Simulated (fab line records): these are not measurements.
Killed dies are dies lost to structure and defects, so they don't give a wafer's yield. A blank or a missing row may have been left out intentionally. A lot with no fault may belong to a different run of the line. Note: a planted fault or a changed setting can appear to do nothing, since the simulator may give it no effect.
The tool behind it: which one? / flow rit-cmos / 42 wafers from 14 lots sampled at 5 of the route's 202 steps

== WHAT THE GAUGES READ, wafer by wafer ==
RIT_PSD_OVL_MEAS_06.
lot=L619; measured=day 2 23:40; on=overlay-02; PSD_OVL (nm)=-2.8 -3.0 -0.3
lot=L620; measured=day 3 05:08; on=overlay-01; PSD_OVL (nm)=-1.5 0.2 2.3
lot=L621; measured=day 3 11:49; on=overlay-01; PSD_OVL (nm)=0.7 2.2 2.2
lot=L623; measured=day 3 23:58; on=overlay-01; PSD_OVL (nm)=1.6 1.0 0.5
lot=L624; measured=day 4 02:21; on=overlay-01; PSD_OVL (nm)=-0.2 0.9 0.3
lot=L625; measured=day 4 05:23; on=overlay-02; PSD_OVL (nm)=0.4 -0.5 0.9
lot=L626; measured=day 4 12:33; on=overlay-02; PSD_OVL (nm)=-0.3 0.9 1.3
lot=L627; measured=day 4 17:13; on=overlay-01; PSD_OVL (nm)=-0.7 0.6 -1.1
lot=L630; measured=day 5 09:14; on=overlay-01; PSD_OVL (nm)=0.7 -0.2 1.5
lot=L631; measured=day 5 15:26; on=overlay-02; PSD_OVL (nm)=1.1 0.6 0.5
lot=L632; measured=day 5 20:11; on=overlay-02; PSD_OVL (nm)=2.1 0.4 -0.3
lot=L638; measured=day 7 05:58; on=overlay-02; PSD_OVL (nm)=0.9 1.4 -0.7
lot=L639; measured=day 7 09:18; on=overlay-02; PSD_OVL (nm)=-0.8 -1.3 0.2
lot=L641; measured=day 8 02:15; on=overlay-02; PSD_OVL (nm)=2.3 1.5 0.9

RIT_CONTACT_THK_MEAS_01.
lot=L619; measured=day 3 01:44; on=film-metro-01; CONTACT_TEOS_THK (nm)=398 404 407
lot=L620; measured=day 3 07:13; on=film-metro-04; CONTACT_TEOS_THK (nm)=398 393 402
lot=L621; measured=day 3 13:59; on=film-metro-01; CONTACT_TEOS_THK (nm)=406 405 412
lot=L623; measured=day 4 02:14; on=film-metro-04; CONTACT_TEOS_THK (nm)=399 399 401
lot=L624; measured=day 4 04:36; on=film-metro-04; CONTACT_TEOS_THK (nm)=410 405 406
lot=L625; measured=day 4 07:32; on=film-metro-04; CONTACT_TEOS_THK (nm)=398 403 395
lot=L626; measured=day 4 14:40; on=film-metro-04; CONTACT_TEOS_THK (nm)=404 400 405
lot=L627; measured=day 4 19:17; on=film-metro-02; CONTACT_TEOS_THK (nm)=403 400 410
lot=L630; measured=day 5 11:19; on=film-metro-01; CONTACT_TEOS_THK (nm)=408 405 401
lot=L631; measured=day 5 17:35; on=film-metro-01; CONTACT_TEOS_THK (nm)=392 394 402
lot=L632; measured=day 5 22:16; on=film-metro-02; CONTACT_TEOS_THK (nm)=400 401 407
lot=L638; measured=day 7 08:22; on=film-metro-02; CONTACT_TEOS_THK (nm)=305 408 402
lot=L639; measured=day 7 11:42; on=film-metro-01; CONTACT_TEOS_THK (nm)=408 403 416
lot=L641; measured=day 8 04:20; on=film-metro-01; CONTACT_TEOS_THK (nm)=406 305 310

RIT_M1_CD_MEAS_09: target cd 2600 nm.
lot=L619; measured=day 3 05:53; on=cd-sem-02; cd-nm (nm)=2597.9 2599.6 2598.3
lot=L620; measured=day 3 10:49; on=cd-sem-02; cd-nm (nm)=2599.8 2600.4 2603.3
lot=L621; measured=day 3 17:38; on=cd-sem-02; cd-nm (nm)=2596.4 2598.3 2596.5
lot=L623; measured=day 4 05:58; on=cd-sem-01; cd-nm (nm)=2600.9 2602.1 2600.2
lot=L624; measured=day 4 08:34; on=cd-sem-01; cd-nm (nm)=2600.5 2596.6 2599.1
lot=L625; measured=day 4 11:17; on=cd-sem-02; cd-nm (nm)=2600.6 2598.6 2598.4
lot=L626; measured=day 4 18:43; on=cd-sem-01; cd-nm (nm)=2599.4 2601.3 2599.9
lot=L627; measured=day 4 22:55; on=cd-sem-01; cd-nm (nm)=2602.3 2602.0 2602.7
lot=L630; measured=day 5 15:13; on=cd-sem-01; cd-nm (nm)=2600.5 2602.2 2602.1
lot=L631; measured=day 5 21:19; on=cd-sem-02; cd-nm (nm)=2599.6 2598.4 2598.0
lot=L632; measured=day 6 02:14; on=cd-sem-02; cd-nm (nm)=2599.1 2598.4 2599.4
lot=L638; measured=day 7 12:26; on=cd-sem-02; cd-nm (nm)=2603.8 2604.4 2603.8
lot=L639; measured=day 7 15:16; on=cd-sem-02; cd-nm (nm)=2597.0 2597.3 2598.1
lot=L641; measured=day 8 08:29; on=cd-sem-01; cd-nm (nm)=2602.4 2604.3 2603.2

== WHAT TOOL EACH LOT RAN ON (gives the tool, then ch and the chambers of the sampled wafers, and finally the start) ==
lot=L619; RIT_SILICIDE_RTA_04=rtp-anneal-01 ch 0, day 3 01:30; RIT_CONTACT_CVD_00=pecvd-03 ch 1,2, day 3 01:40
lot=L620; RIT_SILICIDE_RTA_04=rtp-anneal-02 ch 0, day 3 07:00; RIT_CONTACT_CVD_00=pecvd-01 ch 1,2, day 3 07:10
lot=L621; RIT_SILICIDE_RTA_04=rtp-anneal-01 ch 0, day 3 13:44; RIT_CONTACT_CVD_00=pecvd-02 ch 1,2, day 3 13:56
lot=L623; RIT_SILICIDE_RTA_04=rtp-anneal-01 ch 0, day 4 02:00; RIT_CONTACT_CVD_00=pecvd-01 ch 1,2, day 4 02:11
lot=L624; RIT_SILICIDE_RTA_04=rtp-anneal-02 ch 0, day 4 04:21; RIT_CONTACT_CVD_00=pecvd-02 ch 1,2, day 4 04:32
lot=L625; RIT_SILICIDE_RTA_04=rtp-anneal-01 ch 0, day 4 07:19; RIT_CONTACT_CVD_00=pecvd-03 ch 0,1, day 4 07:28
lot=L626; RIT_SILICIDE_RTA_04=rtp-anneal-02 ch 0, day 4 14:22; RIT_CONTACT_CVD_00=pecvd-01 ch 0,1, day 4 14:37
lot=L627; RIT_SILICIDE_RTA_04=rtp-anneal-01 ch 0, day 4 19:02; RIT_CONTACT_CVD_00=pecvd-02 ch 0,1, day 4 19:12
lot=L630; RIT_SILICIDE_RTA_04=rtp-anneal-02 ch 0, day 5 11:05; RIT_CONTACT_CVD_00=pecvd-02 ch 0,1,2, day 5 11:16
lot=L631; RIT_SILICIDE_RTA_04=rtp-anneal-01 ch 0, day 5 17:22; RIT_CONTACT_CVD_00=pecvd-03 ch 0,2, day 5 17:31
lot=L632; RIT_SILICIDE_RTA_04=rtp-anneal-02 ch 0, day 5 22:02; RIT_CONTACT_CVD_00=pecvd-01 ch 0,1, day 5 22:12
lot=L638; RIT_SILICIDE_RTA_04=rtp-anneal-02 ch 0, day 7 08:08; RIT_CONTACT_CVD_00=pecvd-01 ch 0,1,2, day 7 08:19
lot=L639; RIT_SILICIDE_RTA_04=rtp-anneal-01 ch 0, day 7 11:28; RIT_CONTACT_CVD_00=pecvd-02 ch 0,2, day 7 11:39
lot=L641; RIT_SILICIDE_RTA_04=rtp-anneal-01 ch 0, day 8 04:07; RIT_CONTACT_CVD_00=pecvd-01 ch 0,2, day 8 04:17
- RIT_SILICIDE_RTA_04: time 10 s, ramp up 5 s, ramp down 5 s.
- RIT_CONTACT_CVD_00: deposits SiO2 from TEOS, target thk 400 nm, time 61 s.

== AS READ BY THE TOOLS THEMSELVES (means over the sampled wafers that have a number; for cases with no such wafer, the mark the record gives instead) ==
RIT_SILICIDE_RTA_04.
lot=L619 tool=rtp-anneal-01 chamber-o2-ppm=1.992 wafer_temp_C_max=651.9
lot=L620 tool=rtp-anneal-02 chamber-o2-ppm=1.989 wafer_temp_C_max=652.5
lot=L621 tool=rtp-anneal-01 chamber-o2-ppm=1.962 wafer_temp_C_max=652.4
lot=L623 tool=rtp-anneal-01 chamber-o2-ppm=2.005 wafer_temp_C_max=652.4
lot=L624 tool=rtp-anneal-02 chamber-o2-ppm=2.014 wafer_temp_C_max=652.4
lot=L625 tool=rtp-anneal-01 chamber-o2-ppm=1.992 wafer_temp_C_max=652.3
lot=L626 tool=rtp-anneal-02 chamber-o2-ppm=1.983 wafer_temp_C_max=652.8
lot=L627 tool=rtp-anneal-01 chamber-o2-ppm=1.994 wafer_temp_C_max=652.4
lot=L630 tool=rtp-anneal-02 chamber-o2-ppm=1.984 wafer_temp_C_max=652.6
lot=L631 tool=rtp-anneal-01 chamber-o2-ppm=1.973 wafer_temp_C_max=651.7
lot=L632 tool=rtp-anneal-02 chamber-o2-ppm=2.001 wafer_temp_C_max=652.6
lot=L638 tool=rtp-anneal-02 chamber-o2-ppm=1.991 wafer_temp_C_max=653.3
lot=L639 tool=rtp-anneal-01 chamber-o2-ppm=2.014 wafer_temp_C_max=651.5
lot=L641 tool=rtp-anneal-01 chamber-o2-ppm=2.026 wafer_temp_C_max=652.1

RIT_CONTACT_CVD_00.
lot=L619; tool=pecvd-03; heater-power-w (W)=297
lot=L620; tool=pecvd-01; heater-power-w (W)=373
lot=L621; tool=pecvd-02; heater-power-w (W)=321
lot=L623; tool=pecvd-01; heater-power-w (W)=374
lot=L624; tool=pecvd-02; heater-power-w (W)=330
lot=L625; tool=pecvd-03; heater-power-w (W)=268
lot=L626; tool=pecvd-01; heater-power-w (W)=385
lot=L627; tool=pecvd-02; heater-power-w (W)=294
lot=L630; tool=pecvd-02; heater-power-w (W)=302
lot=L631; tool=pecvd-03; heater-power-w (W)=305
lot=L632; tool=pecvd-01; heater-power-w (W)=379
lot=L638; tool=pecvd-01; heater-power-w (W)=361
lot=L639; tool=pecvd-02; heater-power-w (W)=310
lot=L641; tool=pecvd-01; heater-power-w (W)=398

== THE ANSWER, worked out from the rows above alone ==
Rule: the usual values come from the lots themselves. Put in order of their means at a reading, lots are off if they are a third of the lots or fewer, leave a main group of 4 or more, and stand apart from it by a gap of 3 or more times the standard deviation of the main group's means; of several such gaps the widest counts. If all means in a main group match to the digits the tables above print for the reading, that group is not used. Also off: a lot with no number at a reading for which 4 or more lots have one. The other lots that the step has rows for count as sound. First the gauges in route order, then the tools' own readings, where a lot's mean is used as printed above. The first step at which some lot is off is used, and at that step the reading that is off furthest; a lot without a number counts as furthest.
Off: L638, L641, at RIT_CONTACT_THK_MEAS_01 (CONTACT_TEOS_THK). Mean 403 nm and standard deviation 3.9 in the main group.
A tool fits if, at a process step before that reading, it ran every lot that is off, and no sound lot after the first of them. The gauges at RIT_CONTACT_THK_MEAS_01 are tried like those tools. One fits: pecvd-01 at RIT_CONTACT_CVD_00. Its last sound lot is L632 (day 5 22:12), its first lot that is off L638 (day 7 08:19): a fault that began between those two fits.

== WHAT THE SIMULATOR HAD PUT IN ==
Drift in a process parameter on pecvd-01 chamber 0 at RIT_CONTACT_CVD_00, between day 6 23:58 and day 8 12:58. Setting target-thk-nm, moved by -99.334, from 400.
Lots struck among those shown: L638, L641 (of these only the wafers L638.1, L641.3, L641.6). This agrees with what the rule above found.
